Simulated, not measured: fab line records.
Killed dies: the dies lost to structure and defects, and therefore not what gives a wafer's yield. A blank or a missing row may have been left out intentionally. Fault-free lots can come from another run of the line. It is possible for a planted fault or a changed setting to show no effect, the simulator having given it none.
A lot that was struck, set against a sound lot    flow berkeley_cmos170    15 out of 331 route steps
Sound: the wafers L120.2, L120.4, L120.6. The struck wafers were L129.4, L129.5, L129.6. The cause is given at the end.
At each step with rows: each side's tool, then ch and its chambers, then its first start. Under that, the readings that differ: sound wafers    struck wafers    difference of the means    sigmas: that difference in standard deviations of wafers without a fault.
alike: a reading whose means differ by less than 2 such deviations, as well as words and numbers matching on both sides. not compared: withheld readings; readings where some wafer has no value; bounds like >300 that might hide an equal value; numbers whose values overlap and for which the record gives no deviation.
A row with sigmas, a row that says differs or no value, or rows on one side alone: a step with any of these is where the two part. When numbers do not overlap yet have no deviation, they are printed without sigmas and do not part them. A reading missing from all wafers of one side parts the sides only when that side holds two or more wafers.

first, 1 step without rows for these wafers: UCB170_M2_SOFTBAKE_06 (time 60 s).
UCB170_M2_STRIP_07: strips in O2.
  sound on plasma_asher-01 ch 0, day 7 19:38; struck on plasma_asher-03 ch 0,1, day 9 18:13
  alike: chamber_pressure_mTorr, drypump_motor_current_A, oes_product_au, strip_time_to_endpoint_s
  not compared: rf_hours_counter_h
then, 7 steps without rows for these wafers: UCB170_M2_STRIP_08 (strips KrF in DMSO, time 600 s); UCB170_M2_COAT_09; UCB170_M2_COAT_10 (resist thk 900 nm); UCB170_M2_SOFTBAKE_11 (time 60 s); UCB170_M2_EXPOSE_12 (exposes mask METAL2, target cd 700 nm); UCB170_M2_PEB_13; UCB170_M2_DEVELOP_14 (develop time 45 s).
UCB170_M2_CD_MEAS_15 targets a cd of 700 nm.
  sound: cd_sem-01 at day 7 21:07; struck: cd_sem-02 at day 9 19:21
  alike: cd_nm
UCB170_M2_OVL_MEAS_16:
  sound: overlay-02 at day 7 21:13; struck: overlay-02 at day 9 19:26
  alike: M2_OVL
UCB170_M2_ETCH_17: etches BARC in N2/H2.
  sound on rie_diel-01 ch 0,2, day 7 21:15; struck on rie_diel-03 ch 0,1, day 9 19:26
  alike: chamber_pressure_mTorr, drypump_motor_current_A, oes_product_au, rf_fwd_power_W, throttle_valve_pct
UCB170_M2_METAL_ETCH_18: etches Al in Cl2/BCl3, stops on SiO2, target depth 1170 nm, time 195 s.
  sound on rie_metal-02 ch 0, day 7 21:22; struck on rie_metal-04 ch 0,1, day 9 19:33
reading                              sound              struck             difference  sigmas
oes_product_au (a.u.)                0.857 0.843 0.853  0.779 0.795 0.774  -0.068      -7
rf_fwd_power_W (W)                   594.0 598.0 599.5  355.4 357.2 355.4  -241.2      -99 or more
model.KrF_of_M2_COAT_10.thk_nm (nm)  204.6 208.3 200.5  459.8 451 454.1    +250.5      
model.M2.feature_depth_nm (nm)       965.6 956.7 961.8  749.3 762.8 755.5  -205.5      
model.etch.depth_nm (nm)             908.9 900.2 904.5  749.3 762.8 755.5  -148.7      
  alike: chamber_pressure_mTorr, drypump_motor_current_A, throttle_valve_pct
  not compared: rf_hours_counter_h
UCB170_M2_STRIP_19: strips in O2.
  sound on plasma_asher-04 ch 0,1, day 7 21:40; struck on plasma_asher-04 ch 0,1, day 9 19:43
reading                sound              struck             difference  sigmas
oes_product_au (a.u.)  0.533 0.539 0.532  0.722 0.716 0.720  +0.185      +19
  alike: chamber_pressure_mTorr, drypump_motor_current_A
  not compared: rf_hours_counter_h
UCB170_M2_CD_MEAS_90 targets a cd of 700 nm.
  sound: cd_sem-02 at day 7 21:47; struck: cd_sem-01 at day 9 19:50
reading     sound              struck             difference  sigmas
cd_nm (nm)  698.5 700.1 698.3  719.8 718.1 716.4  +19.1       +8

## WHERE THEY PART
Earliest at UCB170_M2_METAL_ETCH_18; latest, in this record, at UCB170_M2_CD_MEAS_90.

WHY: the cause the simulator had injected
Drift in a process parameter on rie_metal-04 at UCB170_M2_METAL_ETCH_18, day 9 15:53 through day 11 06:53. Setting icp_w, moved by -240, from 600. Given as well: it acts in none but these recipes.
